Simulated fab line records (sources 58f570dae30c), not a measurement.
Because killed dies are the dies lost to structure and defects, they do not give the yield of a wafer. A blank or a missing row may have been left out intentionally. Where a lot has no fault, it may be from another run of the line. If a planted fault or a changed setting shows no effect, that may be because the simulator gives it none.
Which tool did it? / flow berkeley_cmos170 / Sampling: 6 lots, 18 wafers, 3 of 331 route steps

WHAT THE GAUGES SHOWED, per wafer
UCB170_M1_RS_MEAS_01: uses a four-point probe to measure.
lot=L368; measured=day 8 02:08; on=film_metro-04; M1_AL_RS (ohm/sq)=0.0481 0.0482 0.0490
lot=L371; measured=day 8 20:02; on=film_metro-02; M1_AL_RS (ohm/sq)=0.0487 0.0484 0.0488
lot=L376; measured=day 9 05:35; on=film_metro-03; M1_AL_RS (ohm/sq)=0.0491 0.0489 0.0494
lot=L373; measured=day 9 07:38; on=film_metro-02; M1_AL_RS (ohm/sq)=0.0483 0.0484 0.0481
lot=L380; measured=day 10 13:52; on=film_metro-02; M1_AL_RS (ohm/sq)=0.0493 0.0494 0.0484
lot=L377; measured=day 10 13:28; on=film_metro-03; M1_AL_RS (ohm/sq)=0.0557 0.0481 0.0485

WHAT TOOL EACH LOT RAN ON (gives the tool, then ch and the chambers of the sampled wafers, and finally the start)
lot=L368; UCB170_SDANNEAL_RTA_01=rtp_anneal-02 ch 0, day 7 19:14; UCB170_M1_SPUTTER_00=pvd_sputter-02, day 8 02:02
lot=L371; UCB170_SDANNEAL_RTA_01=rtp_anneal-01 ch 0, day 8 13:31; UCB170_M1_SPUTTER_00=pvd_sputter-03, day 8 19:57
lot=L376; UCB170_SDANNEAL_RTA_01=rtp_anneal-01 ch 0, day 9 00:10; UCB170_M1_SPUTTER_00=pvd_sputter-03, day 9 05:31
lot=L373; UCB170_SDANNEAL_RTA_01=rtp_anneal-02 ch 0, day 9 00:41; UCB170_M1_SPUTTER_00=pvd_sputter-04, day 9 07:34
lot=L380; UCB170_SDANNEAL_RTA_01=rtp_anneal-01 ch 0, day 10 05:29; UCB170_M1_SPUTTER_00=pvd_sputter-04, day 10 13:49
lot=L377; UCB170_SDANNEAL_RTA_01=rtp_anneal-02 ch 0, day 10 05:23; UCB170_M1_SPUTTER_00=pvd_sputter-03, day 10 13:22
- UCB170_SDANNEAL_RTA_01: time 5 s.
- UCB170_M1_SPUTTER_00: material Al, target thk 600 nm, time 80 s.

THE ANSWER, worked out from the rows above alone
Rule: usual is defined by the lots themselves. The widest of any qualifying gaps counts: lots, ordered by their means at a reading, are off when they make up no more than a third of the lots, leave a main group of 4 or more, and stand apart from it by 3 or more times the standard deviation of that group's means. A main group whose means are all the same, to the digits that the tables above print for the reading, isn't used. Also off: a lot with no number at a reading for which 4 or more lots have one. Where the step has rows for the other lots, those lots are counted as sound.
Off: L377, seen at UCB170_M1_RS_MEAS_01 (M1_AL_RS). Main group: mean 0.0487 ohm/sq, sd 0.00034.
A tool fits if, at a process step before that reading, it ran every lot that is off, and no sound lot after the first of them. Those tools and the gauges at UCB170_M1_RS_MEAS_01 are tried in the same way. Can't be told from this: 3 tools fit, rtp_anneal-02 at UCB170_SDANNEAL_RTA_01, pvd_sputter-03 at UCB170_M1_SPUTTER_00, film_metro-03 at UCB170_M1_RS_MEAS_01.

WHAT HAD BEEN PUT IN BY THE SIMULATOR
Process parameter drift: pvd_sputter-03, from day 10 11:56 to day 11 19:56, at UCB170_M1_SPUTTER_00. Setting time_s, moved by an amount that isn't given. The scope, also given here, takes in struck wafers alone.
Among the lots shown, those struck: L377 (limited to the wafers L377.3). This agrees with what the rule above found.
